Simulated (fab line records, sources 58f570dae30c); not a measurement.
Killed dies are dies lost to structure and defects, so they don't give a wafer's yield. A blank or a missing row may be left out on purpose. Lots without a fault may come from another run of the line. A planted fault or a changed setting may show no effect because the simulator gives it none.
fab line records | flow berkeley_cmos170
record lots=6 wafers=18 last_day=14
route steps=331 shown NSD@188 BACKSIDE@199
lots that met no fault: from a run of the same line without faults
start_h: hours from the record's first day to the start of the lot's first wafer shown | wait_h: hours since the lot's step before | " the same as in the row above | L1.1+2: a row that stands for several wafers | - no value, or no start given | * or withheld: withheld | < > ~ a bound
route shown NAME@n: a module of which the file shows steps, and the number in the route of the first | usual: mean/standard deviation of fault-free wafers | same: alike in all rows | chamber/n: place in a boat | sites: the reading at each site | _std_site: their standard deviation | _edge_site: outer sites' mean less inner sites' | radius_mm: how far each site lies from the wafer's centre | mask NAME#n: copy n | behind: the tool/chamber that last shaped the wafer | hold: why the lot was held/for how many hours/how that ended | device: the transistor (n, p or np) that didn't switch | end of line: the same wafers' tests at the end of the route | a step without rows: its recipe alone | killed: dies lost to structure and defects at the first sort, not the wafer's yield | map: a wafer's dies, x killed, . not, _ none there
set.NAME: the setting as run; set.NAME@STEP: as run at that earlier step | model.NAME: the simulator's own value behind a step, which no gauge read
lots at some steps of the route; a table a step, a row a wafer
services: from which hour (start_h, from the record's first day; less than 0 if before it) a tool's chamber was out of use, for how many hours, and why
## steps
# step UCB170_NSD_COAT_01
# recipe resist=KrF spin_rpm=1500 resist_thk_nm=900
# step UCB170_NSD_SOFTBAKE_02
# recipe resist=KrF temp_c=130 time_s=60
# step UCB170_NSD_EXPOSE_03
# recipe mask_id=NSELECT_MOD na=0.5 sigma_outer=0.6 source_shape=conventional target_cd_nm=1200 dose_mj=30
# step UCB170_NSD_PEB_04
# recipe peb_temp_c=130 peb_time_s=withheld resist=KrF
# step UCB170_NSD_DEVELOP_05
# recipe developer=TMAH develop_time_s=45 resist=KrF dev_temp_c=21
# step UCB170_NSD_CD_MEAS_06
# recipe target_cd_nm=1200
# usual cd_nm=1200.0/1.1
# columns lot.wafer tool chamber start_h wait_h cd_nm
L646.3 cd_sem-01 - 183.09 - 1202.0
L646.4 " - " " 1202.3
L646.5 " - " " 1201.8
L653.1 cd_sem-02 - 223.26 - 1199.9
L653.4 " - " " 1201.9
L653.6 " - " " 1199.9
L654.1 cd_sem-01 - 223.80 - 1201.0
L654.3 " - " " 1200.2
L654.6 " - " " 1200.5
L657.1 cd_sem-02 - 250.08 - 1199.3
L657.5 " - " " 1199.9
L657.6 " - " " 1200.3
L664.2 cd_sem-02 - 292.33 - 1199.9
L664.4 " - " " 1200.2
L664.6 " - " " 1199.6
L666.2 cd_sem-01 - 296.99 - 1200.0
L666.4 " - " " 1199.3
L666.6 " - " " 1201.2
# step UCB170_NSD_OVL_MEAS_07
# usual NSD_OVL=-3/5.1
# columns lot.wafer tool chamber start_h wait_h NSD_OVL[nm]
L646.3 overlay-02 - 183.19 0.1 -5
L646.4 " - " " -4
L646.5 " - " " -5
L653.1 overlay-01 - 223.38 0.1 -2
L653.4 " - " " 8
L653.6 " - " " 2
L654.1 overlay-02 - 223.92 0.1 -2
L654.3 " - " " 5
L654.6 " - " " 1
L657.1 overlay-01 - 250.20 0.1 -7
L657.5 " - " " -3
L657.6 " - " " -2
L664.2 overlay-01 - 292.44 0.1 -9
L664.4 " - " " -10
L664.6 " - " " -4
L666.2 overlay-01 - 297.10 0.1 -6
L666.4 " - " " -6
L666.6 " - " " 1
# step UCB170_NSD_IMPLANT_08
# recipe species=P dose_cm2=3e+15 energy_kev=40 tilt_deg=7
# step UCB170_NSD_STRIP_09
# recipe chemistry=O2 power_w=400 pressure_mtorr=3500 platen_temp_c=withheld o2_flow_sccm=400 overash_fraction=0.5
# usual drypump_motor_current_A=5.5/0.33 oes_product_au=0.534/0.0046 strip_time_to_endpoint_s=35.82/0.099
# columns lot.wafer tool chamber start_h wait_h drypump_motor_current_A oes_product_au rf_hours_counter_h strip_time_to_endpoint_s
L646.3 plasma_asher-02 0 183.39 0.1 5.9 0.531 - 35.73
L646.4 " 1 " " 5.3 0.534 - 35.69
L646.5 " 1 " " 5.3 0.532 - 35.70
L653.1 plasma_asher-03 1 223.57 0.1 5.3 0.537 51 35.85
L653.4 " 1 " " 5.3 0.536 - 35.86
L653.6 " 1 " " 5.3 0.533 - 35.94
L654.1 plasma_asher-01 1 224.10 0.1 5.8 0.538 10 35.81
L654.3 " 0 " " 5.0 0.535 - 35.82
L654.6 " 0 " " 5.0 0.543 - 35.72
L657.1 plasma_asher-02 0 250.39 0.1 5.9 0.537 54 35.93
L657.5 " 1 " " 5.3 0.533 - 35.84
L657.6 " 0 " " 5.9 0.526 - 35.78
L664.2 plasma_asher-01 1 292.62 0.1 5.8 0.530 17 35.98
L664.4 " 1 " " 5.8 0.529 - 35.99
L664.6 " 1 " " 5.8 0.528 - 35.80
L666.2 plasma_asher-02 1 297.28 0.1 5.3 0.529 60 35.85
L666.4 " 1 " " 5.3 0.536 - 35.92
L666.6 " 1 " " 5.3 0.530 - 35.84
# step UCB170_NSD_TW_MEAS_10
# usual NSD_TW=4208/45
# columns lot.wafer tool chamber start_h wait_h NSD_TW
L646.3 film_metro-02 - 183.48 0.1 4264
L646.4 " - " " 4249
L646.5 " - " " 4263
L653.1 film_metro-02 - 223.67 0.1 4257
L653.4 " - " " 4262
L653.6 " - " " 4265
L654.1 film_metro-02 - 224.20 0.1 4247
L654.3 " - " " 4270
L654.6 " - " " 4265
L657.1 film_metro-03 - 250.54 0.1 4176
L657.5 " - " " 4147
L657.6 " - " " 4146
L664.2 film_metro-04 - 292.73 0.1 4204
L664.4 " - " " 4183
L664.6 " - " " 4237
L666.2 film_metro-03 - 297.39 0.1 4177
L666.4 " - " " 4174
L666.6 " - " " 4188
# step UCB170_NSD_CLEAN_11
# recipe chemistry=SPM temp_c=120 time_s=600
# step UCB170_BACKSIDE_HMDS_00
# recipe prime_time_s=60 prime_temp_c=100
# step UCB170_BACKSIDE_COAT_01
# recipe resist=KrF spin_rpm=1500 resist_thk_nm=900
# usual spin_speed_rpm=1499.9/1.2
# columns lot.wafer tool chamber start_h wait_h spin_speed_rpm model.KrF_of_BACKSIDE_COAT_01.thk_nm
L646.3 litho_track-02 0 184.43 0.1 1497.0 899.1
L646.4 " 0 " " 1500.7 899.3
L646.5 " 0 " " 1499.7 898.3
L653.1 litho_track-02 0 224.90 0.1 1392.2 937.4
L653.4 " 0 " " 1391.5 936.2
L653.6 " 0 " " 1390.8 934.1
L654.1 litho_track-02 0 225.35 0.1 1390.9 935
L654.3 " 0 " " 1387.2 936.5
L654.6 " 0 " " 1386.9 934.9
L657.1 litho_track-04 0 251.14 0.1 1499.6 897.4
L657.5 " 0 " " 1499.9 896.7
L657.6 " 0 " " 1500.4 899.2
L664.2 litho_track-04 0 295.71 0.1 1500.8 899.5
L664.4 " 0 " " 1500.1 902
L664.6 " 0 " " 1498.5 897.9
L666.2 litho_track-04 0 297.79 0.1 1500.2 898.3
L666.4 " 0 " " 1499.6 901
L666.6 " 0 " " 1498.8 900.5
# step UCB170_BACKSIDE_SOFTBAKE_02
# recipe resist=KrF temp_c=130 time_s=60
# step UCB170_BACKSIDE_STRIP_03
# recipe chemistry=O2 power_w=400 pressure_mtorr=3500 platen_temp_c=withheld o2_flow_sccm=400 overash_fraction=0.5
# usual drypump_motor_current_A=5.51/0.27 oes_product_au=0.735/0.0046 strip_time_to_endpoint_s=21.97/0.067
# columns lot.wafer tool chamber start_h wait_h drypump_motor_current_A oes_product_au rf_hours_counter_h strip_time_to_endpoint_s
L646.3 plasma_asher-04 1 184.71 0.1 5.73 0.733 - 21.93
L646.4 " 0 " " 5.42 0.738 - 21.96
L646.5 " 1 " " 5.76 0.726 - 21.93
L653.1 plasma_asher-03 1 225.20 0.1 5.32 0.728 51 22.86
L653.4 " 0 " " 5.75 0.731 - 22.83
L653.6 " 1 " " 5.28 0.728 - 22.78
L654.1 plasma_asher-01 1 225.65 0.1 5.83 0.735 10 22.81
L654.3 " 1 " " 5.82 0.736 - 22.83
L654.6 " 0 " " 4.97 0.739 - 22.82
L657.1 plasma_asher-03 0 251.44 0.1 5.72 0.732 54 21.89
L657.5 " 0 " " 5.71 0.737 - 21.88
L657.6 " 1 " " 5.33 0.737 - 21.95
L664.2 plasma_asher-03 0 295.99 0.1 5.75 0.740 59 21.97
L664.4 " 1 " " 5.34 0.739 - 22.01
L664.6 " 1 " " 5.35 0.734 - 21.93
L666.2 plasma_asher-03 1 298.06 0.1 5.27 0.738 59 21.91
L666.4 " 1 " " 5.28 0.737 - 22.00
L666.6 " 1 " " 5.32 0.740 - 21.98
# step UCB170_BACKSIDE_CLEAN_04
# recipe chemistry=SPM temp_c=120 time_s=600
## services
# columns tool chamber start_h hours kind
plasma_asher-04 - 277.98 1.4 repair
## key
first_sign step=UCB170_BACKSIDE_COAT_01 reading=spin_speed_rpm direction=down sigmas=95 usual=1499.9 struck=1389.9
effect step=UCB170_BACKSIDE_STRIP_03 reading=strip_time_to_endpoint_s direction=up sigmas=13 usual=* struck=*
model_effect step=UCB170_BACKSIDE_COAT_01 value=KrF_of_BACKSIDE_COAT_01.thk_nm without=900.7 struck=935.7
met_at UCB170_BACKSIDE_COAT_01
struck_wafers L653.1,L653.4,L653.6,L654.1,L654.3,L654.6
sort_left_out L654.1,L654.3,L654.6
tester_left_out L653,L654
onset_between 184.43 224.90
fault kind=process_parameter_drift tool=litho_track-02 chamber=- onset_h=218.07 steps=UCB170_BACKSIDE_COAT_01 channel=spin_rpm offset=-110.07 shape=step end_h=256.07 acts_in=these_recipes_only stated=1500
# tester_left_out: of these lots the tester's yield and bins aren't shown, on N5 and GAA mostly nor the transistor test; their killed dies are dies lost to structure and defects alone, not to doping, threshold or leakage, so they don't give the yield
# sort_left_out: the simulated sort isn't trusted on such a fault, so these wafers' sort isn't shown, and their yield isn't known
